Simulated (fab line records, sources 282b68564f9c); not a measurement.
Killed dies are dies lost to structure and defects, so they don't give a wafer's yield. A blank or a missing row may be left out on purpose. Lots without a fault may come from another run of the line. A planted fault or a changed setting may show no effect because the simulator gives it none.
Which tool did it? | flow rit_cmos | 12 lots, 34 wafers sampled, at 2 steps of a route of 202

WHAT THE GAUGES READ, wafer by wafer
RIT_NLDD_OVL_MEAS_06.
lot  | measured    | on         | NLDD_OVL (nm)
L505 | day 3 03:58 | overlay-02 | -1.3 0.2 -1.8
L506 | day 3 07:16 | overlay-01 | -0.3 -2.6 0.3
L507 | day 3 14:32 | overlay-01 | -1.3 -0.9 -0.2
L509 | day 3 18:58 | overlay-01 | -0.4 0.6 1.1
L508 | day 3 19:12 | overlay-02 | -0.4 0.7 0.8
L513 | day 4 17:10 | overlay-02 | 2.8
L515 | day 5 03:08 | overlay-02 | 0.0 -0.3 0.0
L518 | day 5 19:31 | overlay-02 | 0.6 -0.2 1.3
L519 | day 6 01:59 | overlay-01 | -3.2 -1.9 -3.4
L522 | day 6 15:38 | overlay-02 | 0.7 0.9 1.0
L525 | day 7 03:45 | overlay-02 | 4.0 4.0 2.7
L528 | day 7 18:08 | overlay-02 | 0.8 -0.3 -0.6

RIT_NSD_TW_MEAS_10.
lot  | measured    | on            | NSD_TW
L505 | day 3 10:55 | film_metro-03 | 3165 3138 3172
L506 | day 3 14:02 | film_metro-03 | 3154 3165 3147
L507 | day 3 21:00 | film_metro-04 | 3143 3133 3122
L509 | day 4 01:05 | film_metro-03 | 3167 3169 3156
L508 | day 4 01:22 | film_metro-04 | 3155 3136 3154
L513 | day 4 23:32 | film_metro-02 | 3135
L515 | day 5 09:03 | film_metro-02 | 3114 3123 3132
L518 | day 6 01:34 | film_metro-04 | 3141 3140 3133
L519 | day 6 09:05 | film_metro-03 | 3158 3135 3118
L522 | day 6 21:41 | film_metro-02 | 3128 3109 3124
L525 | day 7 09:44 | film_metro-03 | 3143 3152 3164
L528 | day 8 00:14 | film_metro-03 | 3161 3143 3163

WHICH TOOL RAN EACH LOT (tool, then ch and the chambers of the sampled wafers, then the start)
The record holds no process step before these readings.

WHAT THE TOOLS THEMSELVES READ (means of the sampled wafers that have a number; where no wafer has one, the mark that the record gives instead)
The record holds no such reading with a usual standard deviation.

THE ANSWER, worked out from the rows above alone
Rule: what is usual is taken from the lots themselves. Put in order of their means at a reading, lots are off if they are a third of the lots or fewer, leave a main group of 4 or more, and stand apart from it by a gap of 3 or more times the standard deviation of the main group's means; of several such gaps the widest counts. A main group whose means are all the same, to the digits that the tables above print for the reading, isn't used. A lot without any number at a reading at which 4 lots or more have one is off too. The other lots that the step has rows for count as sound. The gauges are gone through in route order, then the tools' own readings, and for those a lot's mean is taken as printed above. The first step at which some lot is off is used, and at that step the reading that is off furthest; a lot without a number counts as furthest.
No lot is off at any reading shown: from this, nothing can be told.

WHAT THE SIMULATOR HAD PUT IN
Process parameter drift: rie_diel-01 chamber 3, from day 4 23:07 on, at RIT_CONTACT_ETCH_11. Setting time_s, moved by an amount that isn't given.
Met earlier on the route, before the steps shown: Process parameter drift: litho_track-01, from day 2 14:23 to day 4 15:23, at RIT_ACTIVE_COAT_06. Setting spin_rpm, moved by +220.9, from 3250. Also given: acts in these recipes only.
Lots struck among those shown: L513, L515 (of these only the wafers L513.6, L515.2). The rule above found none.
